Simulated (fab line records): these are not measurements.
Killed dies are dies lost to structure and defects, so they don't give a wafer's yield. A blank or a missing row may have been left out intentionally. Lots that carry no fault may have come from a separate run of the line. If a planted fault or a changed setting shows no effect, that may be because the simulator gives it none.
Shared-tool check :: flow rit cmos :: Sampled: 16 lots, 48 wafers

== REASON FOR OPENING ==
4 of 16 lots carry a flag on the reading CONTACT_OVL at RIT_CONTACT_OVL_MEAS_09. Wafers without a fault read -1.2 nm, standard deviation 1.5.
Rule: flag the lot when none of its wafers has a number, or when each of its wafers that has one lies beyond 4 standard deviations from that mean. The rest of the lots are taken to be sound.

lot: L183
measured: day 3 12:55
on: overlay-01
CONTACT_OVL (nm), wafer by wafer: -3.5 -3.6 -0.7
flag: 

lot: L184
measured: day 3 13:49
on: overlay-01
CONTACT_OVL (nm), wafer by wafer: -0.9 -3.4 -3.0
flag: 

lot: L185
measured: day 3 19:17
on: overlay-01
CONTACT_OVL (nm), wafer by wafer: 0.6 -1.4 0.2
flag: 

lot: L186
measured: day 3 20:54
on: overlay-01
CONTACT_OVL (nm), wafer by wafer: 1.0 0.5 0.1
flag: 

lot: L187
measured: day 4 01:13
on: overlay-02
CONTACT_OVL (nm), wafer by wafer: -2.1 -0.8 -4.8
flag: 

lot: L189
measured: day 4 10:31
on: overlay-01
CONTACT_OVL (nm), wafer by wafer: 0.4 2.1 -0.8
flag: 

lot: L190
measured: day 4 14:29
on: overlay-02
CONTACT_OVL (nm), wafer by wafer: -1.8 -0.6 -3.1
flag: 

lot: L191
measured: day 4 20:10
on: overlay-02
CONTACT_OVL (nm), wafer by wafer: -1.3 -1.6 -3.3
flag: 

lot: L192
measured: day 5 00:14
on: overlay-02
CONTACT_OVL (nm), wafer by wafer: 1.5 -0.9 1.1
flag: 

lot: L193
measured: day 5 05:44
on: overlay-01
CONTACT_OVL (nm), wafer by wafer: 0.4 -2.1 -2.3
flag: 

lot: L195
measured: day 5 15:35
on: overlay-01
CONTACT_OVL (nm), wafer by wafer: -0.7 -1.2 -2.0
flag: 

lot: L196
measured: day 5 20:24
on: overlay-02
CONTACT_OVL (nm), wafer by wafer: -1.7 -2.1 -3.3
flag: 

lot: L199
measured: day 6 11:53
on: overlay-02
CONTACT_OVL (nm), wafer by wafer: 317.1 317.8 316.2
flag: FLAGGED

lot: L200
measured: day 6 15:49
on: overlay-01
CONTACT_OVL (nm), wafer by wafer: 318.5 320.6 320.1
flag: FLAGGED

lot: L201
measured: day 6 21:41
on: overlay-01
CONTACT_OVL (nm), wafer by wafer: 317.5 318.0 318.6
flag: FLAGGED

lot: L202
measured: day 7 02:56
on: overlay-01
CONTACT_OVL (nm), wafer by wafer: 318.9 321.5 321.0
flag: FLAGGED
Averaged over the flagged lots the numbers come to 318.8 nm, +320.0 nm from the usual (+99 or more standard deviations).

== EACH LOT AND THE TOOL IT RAN ON ==
The record holds 1 process step before the reading, out of a route of 202 steps. In each cell: the tool, then ch and the chambers that the sampled wafers went through, then the start.
lot: L183
flag: 
RIT_CONTACT_EXPOSE_05: iline stepper-02 ch 0, day 3 12:18

lot: L184
flag: 
RIT_CONTACT_EXPOSE_05: iline stepper-02 ch 0, day 3 13:11

lot: L185
flag: 
RIT_CONTACT_EXPOSE_05: iline stepper-01 ch 0, day 3 18:40

lot: L186
flag: 
RIT_CONTACT_EXPOSE_05: iline stepper-02 ch 0, day 3 20:16

lot: L187
flag: 
RIT_CONTACT_EXPOSE_05: iline stepper-02 ch 0, day 4 00:36

lot: L189
flag: 
RIT_CONTACT_EXPOSE_05: iline stepper-01 ch 0, day 4 09:53

lot: L190
flag: 
RIT_CONTACT_EXPOSE_05: iline stepper-01 ch 0, day 4 13:46

lot: L191
flag: 
RIT_CONTACT_EXPOSE_05: iline stepper-02 ch 0, day 4 19:34

lot: L192
flag: 
RIT_CONTACT_EXPOSE_05: iline stepper-01 ch 0, day 4 23:36

lot: L193
flag: 
RIT_CONTACT_EXPOSE_05: iline stepper-02 ch 0, day 5 05:05

lot: L195
flag: 
RIT_CONTACT_EXPOSE_05: iline stepper-01 ch 0, day 5 14:56

lot: L196
flag: 
RIT_CONTACT_EXPOSE_05: iline stepper-01 ch 0, day 5 19:46

lot: L199
flag: FLAGGED
RIT_CONTACT_EXPOSE_05: iline stepper-02 ch 0, day 6 11:16

lot: L200
flag: FLAGGED
RIT_CONTACT_EXPOSE_05: iline stepper-02 ch 0, day 6 15:12

lot: L201
flag: FLAGGED
RIT_CONTACT_EXPOSE_05: iline stepper-02 ch 0, day 6 21:03

lot: L202
flag: FLAGGED
RIT_CONTACT_EXPOSE_05: iline stepper-02 ch 0, day 7 02:18
What the steps here do:
- RIT_CONTACT_EXPOSE_05: exposes mask M11, target cd 1000 nm.
- RIT_CONTACT_OVL_MEAS_09

== FLAGGED OVER TOTAL, TOOL BY TOOL (the gauges that took the reading come last) ==
step: RIT_CONTACT_EXPOSE_05
tool: iline stepper-01
lots run: 6
flagged: 0
share of the flagged lots: none
sound lots run after its first flagged lot: -

step: RIT_CONTACT_EXPOSE_05
tool: iline stepper-02
lots run: 10
flagged: 4
share of the flagged lots: all
sound lots run after its first flagged lot: 0

step: RIT_CONTACT_OVL_MEAS_09
tool: overlay-01
lots run: 10
flagged: 3
share of the flagged lots: some
sound lots run after its first flagged lot: 0

step: RIT_CONTACT_OVL_MEAS_09
tool: overlay-02
lots run: 6
flagged: 1
share of the flagged lots: some
sound lots run after its first flagged lot: 0

== WHAT THE TABLE PERMITS ==
All flagged lots share 1 row of the table, namely iline stepper-02 at RIT_CONTACT_EXPOSE_05.
- iline stepper-02 at RIT_CONTACT_EXPOSE_05 ran 10 lots, 4 of them flagged. Last sound lot L193 at day 5 05:05, first flagged lot L199 at day 6 11:16; a fault beginning in between fits.
One tool is left: iline stepper-02 at RIT_CONTACT_EXPOSE_05.

== WHAT THE SIMULATOR HAD INSERTED ==
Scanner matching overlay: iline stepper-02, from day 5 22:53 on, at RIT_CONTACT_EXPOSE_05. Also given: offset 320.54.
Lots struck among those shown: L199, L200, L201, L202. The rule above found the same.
